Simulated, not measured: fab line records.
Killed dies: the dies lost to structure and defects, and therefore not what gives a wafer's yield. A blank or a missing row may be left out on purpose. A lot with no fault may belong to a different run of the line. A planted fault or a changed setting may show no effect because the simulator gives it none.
One fault through the eyes of 2 desks	flow berkeley-cmos170	only its own numbers are on each desk; what lay behind them is given at the end

## METROLOGY DESK
What the gauges read for every lot (on any tool): the sampled wafers with a number, averaged. Marked OUT: a lot whose mean sits more than 4 standard deviations from the usual mean, which makes it out of limits; the brackets give that distance.
Columns: A = cd-nm at UCB170_M1_CD_MEAS_09, usual 700.4 nm; B = M1_OVL at UCB170_M1_OVL_MEAS_10, usual 2 nm; C = cd-nm at UCB170_M1_CD_MEAS_90, usual 700.7 nm
lot	first seen here	A	B	C
L960	day 8 13:35	700.2	4	700.1
L965	day 9 11:37	700.5	-4	701.3
L967	day 10 04:41	700.0	7	698.4
L971	day 11 02:34	701.7	7	701.3
L979	day 12 11:40	700.4	0	701.7
L980	day 12 11:55	700.3	1	701.9
Result from this desk: across the 6 lots, nothing is out of limits.

## TOOL OWNER'S DESK, furnace-03
At UCB170_M1_ANNEAL_14 (time 1200 s), the tool's own readings, given per lot that ran on this tool as the mean of the sampled wafers with a number. Marked OUT: a lot whose mean sits more than 4 standard deviations from the usual mean, which makes it out of limits; the brackets give that distance. Shown are 7 of the 8 readings it has, namely the first that went out of limits plus those furthest out on some lot.
Columns: A = spike-tc-centre-C at UCB170_M1_ANNEAL_14, usual 401.6 C; B = spike-tc-load-C at UCB170_M1_ANNEAL_14, usual 417.4 C; C = spike-tc-source-C at UCB170_M1_ANNEAL_14, usual 416.4 C; D = tube-center-temp-C at UCB170_M1_ANNEAL_14, usual 400 C; E = tube_center_temp_C_max at UCB170_M1_ANNEAL_14, usual 401.03; F = zone-power-load-pct at UCB170_M1_ANNEAL_14, usual 5.31 %; G = zone-power-source-pct at UCB170_M1_ANNEAL_14, usual 6.84 %
lot	first seen here	A	B	C	D	E	F	G
L960	day 8 14:36	402.5	417.1	416.9	400	400.91	5.32	6.84
L965	day 9 12:50	402.1	417.5	415.9	400	401.01	5.26	6.87
L967	day 10 05:14	401.1	416.8	416.1	400	401.12	5.33	6.88
L971	day 11 03:41	401.9	417.3	415.7	400	401.04	5.27	6.85
L979	day 12 12:14	291.9 (-99 or more) OUT	307.3 (-99 or more) OUT	305.4 (-99 or more) OUT	290 (-99 or more) OUT	290.96 (-99 or more) OUT	3.43 (-35) OUT	4.34 (-35) OUT
L980	day 12 13:34	292.2 (-99 or more) OUT	306.4 (-99 or more) OUT	305.3 (-99 or more) OUT	290 (-99 or more) OUT	291.01 (-99 or more) OUT	3.40 (-36) OUT	4.33 (-35) OUT
This desk finds L979, L980 out of limits, L979 being first, at day 12 12:14 (spike-tc-centre-C at UCB170_M1_ANNEAL_14). L960, L965, L967, L971 stayed within limits.

## BROUGHT TOGETHER
On L979, L980, at day 12 12:14, an alarm was possible from the tool owner's desk.
From the metrology desk's view, nothing was out of limits.
The metrology desk has L979, L980 on record, within its limits.
On furnace-03, each named lot ran UCB170_M1_ANNEAL_14.

## WHAT HAD BEEN PUT IN BY THE SIMULATOR
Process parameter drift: furnace-03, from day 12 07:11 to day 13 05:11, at UCB170_M1_ANNEAL_14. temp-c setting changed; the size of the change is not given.
Shown lots that were struck: L979, L980.
Delay in hours, fault start to first out-of-limits reading, by desk: the tool owner's desk at 5.
